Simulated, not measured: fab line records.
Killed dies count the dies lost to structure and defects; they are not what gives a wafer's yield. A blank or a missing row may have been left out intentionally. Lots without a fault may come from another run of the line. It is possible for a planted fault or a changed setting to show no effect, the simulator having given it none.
The tool behind it: which one?	flow berkeley cmos170	15 lots with 45 wafers sampled at 5 steps, on a route of 331 steps

== WHAT EACH GAUGE READ, for each wafer ==
UCB170_M2_RS_MEAS_02: a four-point-probe measurement. Usual: M2_AL_RS gives 0.0322 ohm/sq (standard deviation 0.00035).
lot	measured	on	M2_AL_RS (ohm/sq)	flag
L607	day 8 21:14	film metro-01	0.0320 0.0319 0.0315	
L610	day 9 05:49	film metro-01	0.0324 0.0325 0.0330	
L608	day 9 09:16	film metro-01	0.0326 0.0321 0.0323	
L613	day 9 22:52	film metro-02	0.0323 0.0325 0.0320	
L612	day 10 01:00	film metro-04	0.0320 0.0325 0.0323	
L611	day 10 02:10	film metro-04	0.0328 0.0326 0.0330	
L615	day 10 08:01	film metro-01	0.0328 0.0321 0.0327	
L617	day 10 22:19	film metro-02	0.0320 0.0322 0.0320	
L618	day 10 22:56	film metro-04	0.0326 0.0325 0.0329	
L616	day 10 23:46	film metro-04	0.0317 0.0321 0.0320	
L623	day 12 11:32	film metro-01	0.0324 0.0322 0.0323	
L622	day 12 12:12	film metro-02	0.0323 0.0324 0.0327	
L624	day 12 12:28	film metro-01	0.0323 0.0320 0.0324	
L626	day 13 06:00	film metro-02	0.0320 0.0319 0.0325	
L630	day 14 00:05	film metro-04	0.0322 0.0323 0.0320	

UCB170_M3_RS_MEAS_02: a four-point-probe measurement. Usual: M3_AL_RS gives 0.0320 ohm/sq (standard deviation 0.00049).
lot	measured	on	M3_AL_RS (ohm/sq)	flag
L607	day 9 02:18	film metro-02	0.0317 0.0317 0.0317	
L610	day 9 11:53	film metro-03	0.0328 0.0324 0.0328	
L608	day 9 15:03	film metro-02	0.0316 0.0320 0.0319	
L613	day 10 04:32	film metro-02	0.0316 0.0314 0.0312	
L612	day 10 06:35	film metro-02	0.0315 0.0318 0.0315	
L611	day 10 07:41	film metro-03	0.0323 0.0327 0.0326	
L615	day 10 13:56	film metro-04	0.0324 0.0319 0.0320	
L617	day 11 04:47	film metro-03	0.0320 0.0318 0.0320	
L618	day 11 05:12	film metro-03	0.0319 0.0321 0.0322	
L616	day 11 05:44	film metro-03	0.0326 0.0323 0.0325	
L623	day 12 17:09	film metro-02	0.0318 0.0317	
L622	day 12 18:20	film metro-02	0.0317 0.0318 0.0317	
L624	day 12 18:52	film metro-02	0.0331 0.0332	
L626	day 13 13:03	film metro-02	0.0320	
L630	day 14 08:53	film metro-02	0.0317 0.0315 0.0321	

== TOOL THAT RAN EACH LOT (tool first, then ch and the chambers of the sampled wafers, then the start) ==
lot	UCB170_M2_SPUTTER_01	UCB170_V2_ETCH_14	UCB170_V2_STRIP_15
L607	pvd sputter-02, day 8 21:10	rie diel-02 ch 1,2,3, day 9 01:45	plasma asher-01 ch 0,1, day 9 01:56
L610	pvd sputter-03, day 9 05:44	rie diel-02 ch 0,2,3, day 9 11:20	plasma asher-01 ch 0,1, day 9 11:31
L608	pvd sputter-02, day 9 09:08	rie diel-04 ch 0,3, day 9 14:28	plasma asher-01 ch 0,1, day 9 14:41
L613	pvd sputter-02, day 9 22:47	rie diel-04 ch 0,2,3, day 10 03:59	plasma asher-04 ch 0,1, day 10 04:10
L612	pvd sputter-01, day 10 00:52	rie diel-02 ch 0,1,2, day 10 05:58	plasma asher-01 ch 0,1, day 10 06:11
L611	pvd sputter-03, day 10 02:05	rie diel-02 ch 2,3, day 10 07:08	plasma asher-01 ch 0,1, day 10 07:19
L615	pvd sputter-03, day 10 07:56	rie diel-02 ch 0,1,3, day 10 13:23	plasma asher-04 ch 0, day 10 13:34
L617	pvd sputter-02, day 10 22:13	rie diel-01 ch 1,2,3, day 11 04:13	plasma asher-02 ch 0,1, day 11 04:23
L618	pvd sputter-03, day 10 22:50	rie diel-02 ch 0,2, day 11 04:38	plasma asher-01 ch 1, day 11 04:49
L616	pvd sputter-01, day 10 23:41	rie diel-01 ch 0,1, day 11 05:11	plasma asher-04 ch 1, day 11 05:22
L623	pvd sputter-02, day 12 11:27	rie diel-04 ch 0,1,3, day 12 16:32	plasma asher-04 ch 0, day 12 16:43
L622	pvd sputter-01, day 12 12:05	rie diel-01 ch 1,2,3, day 12 17:45	plasma asher-02 ch 0,1, day 12 17:58
L624	pvd sputter-03, day 12 12:21	rie diel-04 ch 0,1,3, day 12 18:16	plasma asher-01 ch 0,1, day 12 18:26
L626	pvd sputter-03, day 13 05:53	rie diel-04 ch 1,2, day 13 12:26	plasma asher-04 ch 0,1, day 13 12:37
L630	pvd sputter-02, day 14 00:00	rie diel-01 ch 0,3, day 14 08:20	plasma asher-01 ch 0,1, day 14 08:31
- UCB170_M2_SPUTTER_01: material Al, target thk 900 nm, time 120 s.
- UCB170_V2_ETCH_14: etches SiO2 in CHF3/CF4/Ar, stops on Al, target depth 1250 nm, time 291 s.
- UCB170_V2_STRIP_15: strips in O2.

== WHAT THE TOOLS THEMSELVES READ (means of the sampled wafers that have a number; where no wafer has one, the mark that the record gives instead) ==
UCB170_M2_SPUTTER_01. Usual: chamber pressure pa 0.5002 Pa, standard deviation 0.0011; throttle valve pct 29.6 %, standard deviation 1.4.
lot	tool	chamber pressure pa (Pa)	throttle valve pct (%)	flag
L607	pvd sputter-02	0.5007	29.5	
L610	pvd sputter-03	0.5000	29.7	
L608	pvd sputter-02	0.4999	29.3	
L613	pvd sputter-02	0.5002	29.3	
L612	pvd sputter-01	0.4998	29.0	
L611	pvd sputter-03	0.5005	29.2	
L615	pvd sputter-03	0.5006	29.6	
L617	pvd sputter-02	0.5015	29.2	
L618	pvd sputter-03	0.5002	28.9	
L616	pvd sputter-01	0.5000	27.8	
L623	pvd sputter-02	0.4999	29.1	
L622	pvd sputter-01	0.5001	29.0	
L624	pvd sputter-03	0.5004	29.7	
L626	pvd sputter-03	0.5000	29.6	
L630	pvd sputter-02	0.5003	29.4	

UCB170_V2_ETCH_14. Usual: drypump motor current A 5.7 A, standard deviation 0.45; oes product au 0.874 a.u., standard deviation 0.012; throttle valve pct 6.92 %, standard deviation 0.12.
lot	tool	drypump motor current A (A)	oes product au (a.u.)	throttle valve pct (%)	flag
L607	rie diel-02	5.9	0.877	6.96	
L610	rie diel-02	5.8	0.871	6.92	
L608	rie diel-04	5.4	0.876	7.04	
L613	rie diel-04	5.7	0.870	6.99	
L612	rie diel-02	5.5	0.875	6.92	
L611	rie diel-02	6.1	0.878	6.96	
L615	rie diel-02	5.7	0.881	6.83	
L617	rie diel-01	5.7	0.871	6.90	
L618	rie diel-02	5.4	0.867	6.87	
L616	rie diel-01	4.9	0.877	6.94	
L623	rie diel-04	5.5	0.855	6.95	
L622	rie diel-01	5.7	0.868	6.90	
L624	rie diel-04	5.4	0.860	6.95	
L626	rie diel-04	5.8	0.840	6.79	
L630	rie diel-01	5.5	0.883	6.93	

UCB170_V2_STRIP_15. Usual: drypump motor current A 5.5 A, standard deviation 0.37; oes product au 0.722 a.u., standard deviation 0.0044; strip time to endpoint s 15.32 s, standard deviation 0.14.
lot	tool	drypump motor current A (A)	oes product au (a.u.)	strip time to endpoint s (s)	flag
L607	plasma asher-01	5.5	0.723	15.43	
L610	plasma asher-01	5.5	0.717	15.30	
L608	plasma asher-01	5.3	0.720	15.47	
L613	plasma asher-04	5.5	0.724	15.31	
L612	plasma asher-01	5.5	0.722	15.30	
L611	plasma asher-01	5.3	0.720	15.43	
L615	plasma asher-04	5.4	0.726	15.29	
L617	plasma asher-02	5.7	0.720	15.41	
L618	plasma asher-01	5.8	0.721	15.20	
L616	plasma asher-04	5.7	0.723	15.39	
L623	plasma asher-04	5.4	0.721	16.00	OFF
L622	plasma asher-02	5.5	0.724	15.29	
L624	plasma asher-01	5.5	0.725	15.98	OFF
L626	plasma asher-04	5.5	0.722	16.41	OFF
L630	plasma asher-01	5.3	0.720	15.34	

== THE ANSWER, worked out from the rows above alone ==
Rule: lot off if the mean of its wafers having a number is beyond 3 standard deviations from the usual mean. Also off: a lot with no number at a reading for which 4 or more lots have one. Any other lot the step has rows for is counted as sound. The gauges are gone through in route order, then the tools' own readings, and for those a lot's mean is taken as printed above. The first step at which some lot is off is used, and at that step the reading that is off furthest; a lot without a number counts as furthest.
Off: L623, L624, L626, at UCB170_V2_STRIP_15 (strip time to endpoint s).
If a tool, at that step or one of the process steps before it, ran each lot that is off and ran no sound lot following the first of them, it fits. One candidate fits, namely rie diel-04 at UCB170_V2_ETCH_14. A fault onset in the window from L613 (day 10 03:59, its last sound lot) to L623 (day 12 16:32, its first lot off) fits.

== WHAT THE SIMULATOR HAD INSERTED ==
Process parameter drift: rie diel-04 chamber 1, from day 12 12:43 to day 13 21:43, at UCB170_V2_ETCH_14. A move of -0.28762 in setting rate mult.
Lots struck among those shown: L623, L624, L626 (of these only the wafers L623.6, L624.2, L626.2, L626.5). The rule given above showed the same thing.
